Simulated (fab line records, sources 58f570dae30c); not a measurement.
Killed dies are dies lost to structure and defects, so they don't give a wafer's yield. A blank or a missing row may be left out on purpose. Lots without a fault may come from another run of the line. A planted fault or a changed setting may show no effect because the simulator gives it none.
Which tool did it? | flow berkeley_cmos170 | 14 lots, 42 wafers sampled, at 2 steps of a route of 331

WHAT THE GAUGES READ, wafer by wafer
UCB170_NWELL_THK_MEAS_02. Usual: NWELL_OXIDE_THK 26.3 nm, standard deviation 0.71.
lot  | measured    | on            | NWELL_OXIDE_THK (nm) | flag
L795 | day 2 06:33 | film_metro-01 | 25.2 25.2 25.4       |
L796 | day 2 06:37 | film_metro-01 | 25.1 24.7 24.5       |
L798 | day 3 00:49 | film_metro-03 | 27.2 26.7 26.7       |
L799 | day 3 07:11 | film_metro-04 | 26.1 26.2 26.1       |
L802 | day 3 20:11 | film_metro-01 | 26.8 26.3 26.9       |
L803 | day 3 20:11 | film_metro-04 | 27.6 27.7 27.4       |
L804 | day 4 06:08 | film_metro-01 | 26.1 25.9 26.2       |
L805 | day 4 06:09 | film_metro-04 | 26.9 27.0 26.7       |
L808 | day 5 15:58 | film_metro-03 | 40.2 41.0 40.4       | OFF
L810 | day 5 20:47 | film_metro-01 | 39.6 40.3 39.9       | OFF
L813 | day 6 04:07 | film_metro-04 | 26.0 26.0 26.2       |
L814 | day 6 10:56 | film_metro-01 | 25.2 25.2 25.3       |
L815 | day 6 10:55 | film_metro-03 | 26.2 26.4 26.3       |
L816 | day 6 18:56 | film_metro-04 | 25.5 26.0 25.3       |

WHICH TOOL RAN EACH LOT (tool, then ch and the chambers of the sampled wafers, then the start)
lot  | UCB170_NWELL_OXIDATION_01
L795 | furnace-04 ch 0, day 2 05:12
L796 | furnace-04 ch 0, day 2 05:12
L798 | furnace-02 ch 0, day 2 23:27
L799 | furnace-01 ch 0, day 3 05:50
L802 | furnace-02 ch 0, day 3 18:49
L803 | furnace-02 ch 0, day 3 18:49
L804 | furnace-04 ch 0, day 4 04:47
L805 | furnace-04 ch 0, day 4 04:47
L808 | furnace-02 ch 0, day 5 09:14
L810 | furnace-02 ch 0, day 5 14:35
L813 | furnace-04 ch 0, day 6 02:46
L814 | furnace-01 ch 0, day 6 09:34
L815 | furnace-01 ch 0, day 6 09:34
L816 | furnace-01 ch 0, day 6 17:35
- UCB170_NWELL_OXIDATION_01: target thk 26.4 nm, ox time 1260 s.

WHAT THE TOOLS THEMSELVES READ (means of the sampled wafers that have a number; where no wafer has one, the mark that the record gives instead)
The record holds no such reading with a usual standard deviation.

THE ANSWER, worked out from the rows above alone
Rule: a lot is off if the mean of its wafers that have a number lies more than 3 standard deviations from the usual mean. A lot without any number at a reading at which 4 lots or more have one is off too. The other lots that the step has rows for count as sound. The gauges are gone through in route order, then the tools' own readings, and for those a lot's mean is taken as printed above. The first step at which some lot is off is used, and at that step the reading that is off furthest; a lot without a number counts as furthest.
Off: L808, L810, at UCB170_NWELL_THK_MEAS_02 (NWELL_OXIDE_THK).
A tool fits if, at a process step before that reading, it ran every lot that is off, and no sound lot after the first of them. The gauges at UCB170_NWELL_THK_MEAS_02 are tried like those tools. One fits: furnace-02 at UCB170_NWELL_OXIDATION_01. Its last sound lot is L802 (day 3 18:49), its first lot that is off L808 (day 5 09:14): a fault that began between those two fits.

WHAT THE SIMULATOR HAD PUT IN
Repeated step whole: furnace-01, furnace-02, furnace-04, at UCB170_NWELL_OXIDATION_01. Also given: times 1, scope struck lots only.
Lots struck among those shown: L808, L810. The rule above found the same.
